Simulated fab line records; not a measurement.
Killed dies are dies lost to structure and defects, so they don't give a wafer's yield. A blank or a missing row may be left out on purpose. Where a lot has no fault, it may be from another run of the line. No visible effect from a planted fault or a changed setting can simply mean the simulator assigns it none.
Which tool did it? :: flow rit-cmos :: 14 lots, 42 wafers sampled, at 2 steps of a route of 202

== WHAT EACH GAUGE READ, for each wafer ==
RIT_GATE_THK_MEAS_09.
lot: L672
measured: day 2 11:05
on: film-metro-02
GATE_POLY_THK (nm): 246.3 246.5 247.8

lot: L673
measured: day 2 16:10
on: film-metro-04
GATE_POLY_THK (nm): 254.5 255.2 252.5

lot: L674
measured: day 2 22:22
on: film-metro-04
GATE_POLY_THK (nm): 248.5 247.3 249.5

lot: L675
measured: day 3 02:29
on: film-metro-02
GATE_POLY_THK (nm): 252.8 252.6 254.5

lot: L676
measured: day 3 09:22
on: film-metro-04
GATE_POLY_THK (nm): 248.5 250.3 248.3

lot: L678
measured: day 3 16:35
on: film-metro-04
GATE_POLY_THK (nm): 250.0 248.5 251.0

lot: L683
measured: day 4 18:10
on: film-metro-04
GATE_POLY_THK (nm): 253.1 254.7 254.6

lot: L686
measured: day 5 10:52
on: film-metro-04
GATE_POLY_THK (nm): 201.0 200.9 200.4

lot: L687
measured: day 5 17:52
on: film-metro-04
GATE_POLY_THK (nm): 250.5 250.0 249.7

lot: L688
measured: day 5 19:11
on: film-metro-04
GATE_POLY_THK (nm): 194.6 197.2 197.3

lot: L690
measured: day 6 07:19
on: film-metro-01
GATE_POLY_THK (nm): 246.1 246.0 245.1

lot: L691
measured: day 6 14:31
on: film-metro-01
GATE_POLY_THK (nm): 244.1 245.6 243.9

lot: L693
measured: day 7 00:32
on: film-metro-04
GATE_POLY_THK (nm): 246.2 247.0 246.9

lot: L694
measured: day 7 02:58
on: film-metro-02
GATE_POLY_THK (nm): 246.7 246.2 248.3

== EACH LOT AND THE TOOL THAT RAN IT (in order: tool; ch and the chambers of the sampled wafers; start) ==
lot: L672
RIT_GATE_CVD_08: lpcvd-01 ch 1, day 2 09:28

lot: L673
RIT_GATE_CVD_08: lpcvd-01 ch 1, day 2 14:32

lot: L674
RIT_GATE_CVD_08: lpcvd-01 ch 0, day 2 20:45

lot: L675
RIT_GATE_CVD_08: lpcvd-02 ch 0, day 3 00:52

lot: L676
RIT_GATE_CVD_08: lpcvd-02 ch 1, day 3 05:43

lot: L678
RIT_GATE_CVD_08: lpcvd-01 ch 1, day 3 14:58

lot: L683
RIT_GATE_CVD_08: lpcvd-01 ch 1, day 4 16:32

lot: L686
RIT_GATE_CVD_08: lpcvd-01 ch 0, day 5 09:14

lot: L687
RIT_GATE_CVD_08: lpcvd-02 ch 1, day 5 16:14

lot: L688
RIT_GATE_CVD_08: lpcvd-01 ch 0, day 5 17:34

lot: L690
RIT_GATE_CVD_08: lpcvd-02 ch 1, day 6 05:43

lot: L691
RIT_GATE_CVD_08: lpcvd-02 ch 1, day 6 12:55

lot: L693
RIT_GATE_CVD_08: lpcvd-02 ch 1, day 6 22:55

lot: L694
RIT_GATE_CVD_08: lpcvd-02 ch 1, day 7 01:21
- RIT_GATE_CVD_08: deposits poly-Si from SiH4, target thk 250 nm, time 2220 s.

== WHAT THE TOOLS THEMSELVES READ (means of the sampled wafers that have a number; where no wafer has one, the mark that the record gives instead) ==
RIT_GATE_CVD_08.
lot: L672
tool: lpcvd-01
spike-tc-centre-C (C): 610.5
spike-tc-load-C (C): 633.2
spike-tc-source-C (C): 626.8
susceptor-temp-C (C): 609.76

lot: L673
tool: lpcvd-01
spike-tc-centre-C (C): 609.9
spike-tc-load-C (C): 632.1
spike-tc-source-C (C): 626.5
susceptor-temp-C (C): 610.13

lot: L674
tool: lpcvd-01
spike-tc-centre-C (C): 613.3
spike-tc-load-C (C): 630.0
spike-tc-source-C (C): 629.1
susceptor-temp-C (C): 610.03

lot: L675
tool: lpcvd-02
spike-tc-centre-C (C): 613.4
spike-tc-load-C (C): 629.5
spike-tc-source-C (C): 631.4
susceptor-temp-C (C): 610.13

lot: L676
tool: lpcvd-02
spike-tc-centre-C (C): 613.5
spike-tc-load-C (C): 631.8
spike-tc-source-C (C): 631.1
susceptor-temp-C (C): 609.76

lot: L678
tool: lpcvd-01
spike-tc-centre-C (C): 611.2
spike-tc-load-C (C): 632.4
spike-tc-source-C (C): 625.5
susceptor-temp-C (C): 610.32

lot: L683
tool: lpcvd-01
spike-tc-centre-C (C): 610.2
spike-tc-load-C (C): 631.8
spike-tc-source-C (C): 625.3
susceptor-temp-C (C): 610.18

lot: L686
tool: lpcvd-01
spike-tc-centre-C (C): 603.0
spike-tc-load-C (C): 619.1
spike-tc-source-C (C): 621.5
susceptor-temp-C (C): 600.44

lot: L687
tool: lpcvd-02
spike-tc-centre-C (C): 612.6
spike-tc-load-C (C): 630.8
spike-tc-source-C (C): 631.6
susceptor-temp-C (C): 609.76

lot: L688
tool: lpcvd-01
spike-tc-centre-C (C): 602.2
spike-tc-load-C (C): 620.1
spike-tc-source-C (C): 619.1
susceptor-temp-C (C): 599.86

lot: L690
tool: lpcvd-02
spike-tc-centre-C (C): 613.4
spike-tc-load-C (C): 632.0
spike-tc-source-C (C): 631.5
susceptor-temp-C (C): 610.18

lot: L691
tool: lpcvd-02
spike-tc-centre-C (C): 613.6
spike-tc-load-C (C): 631.2
spike-tc-source-C (C): 631.2
susceptor-temp-C (C): 610.39

lot: L693
tool: lpcvd-02
spike-tc-centre-C (C): 613.7
spike-tc-load-C (C): 631.4
spike-tc-source-C (C): 632.4
susceptor-temp-C (C): 609.82

lot: L694
tool: lpcvd-02
spike-tc-centre-C (C): 613.0
spike-tc-load-C (C): 632.5
spike-tc-source-C (C): 631.1
susceptor-temp-C (C): 609.88

== THE ANSWER, worked out from the rows above alone ==
Rule: usual is defined by the lots themselves. The widest of any qualifying gaps counts: lots, ordered by their means at a reading, are off when they make up no more than a third of the lots, leave a main group of 4 or more, and stand apart from it by 3 or more times the standard deviation of that group's means. A main group whose means are all the same, to the digits that the tables above print for the reading, isn't used. A lot without any number at a reading at which 4 lots or more have one is off too. Where the step has rows for the other lots, those lots are counted as sound. After the gauges, taken in route order, come the tools' own readings; for these a lot's mean is taken, as printed above. At the first step where some lot is off, the reading lying furthest off is the one used; lots without a number count as furthest.
Off: L686, L688, at RIT_GATE_THK_MEAS_09 (GATE_POLY_THK). For the main group the mean is 249.1 nm and the standard deviation 3.1.
A tool fits if, at a process step before that reading, it ran every lot that is off, and no sound lot after the first of them. The gauges at RIT_GATE_THK_MEAS_09 aren't tried: what is off there is off at RIT_GATE_CVD_08 too, on other tools, and a gauge's error can't cause that. One candidate fits, namely lpcvd-01 at RIT_GATE_CVD_08. A fault onset in the window from L683 (day 4 16:32, its last sound lot) to L686 (day 5 09:14, its first lot off) fits.
The tool's own readings at RIT_GATE_CVD_08 bear it out: on the lots that are off they differ by more than 5 times the standard deviation of the sound lots' means. spike-tc-centre-C reads 602.6 C there against 612.4 C on the sound lots; spike-tc-load-C reads 619.6 C there against 631.6 C on the sound lots; susceptor-temp-C reads 600.15 C there against 610.03 C on the sound lots.

== WHAT THE SIMULATOR HAD INSERTED ==
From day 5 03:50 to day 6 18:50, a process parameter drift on lpcvd-01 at RIT_GATE_CVD_08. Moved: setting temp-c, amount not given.
Shown lots that were struck: L686, L688. The rule given above showed the same thing.
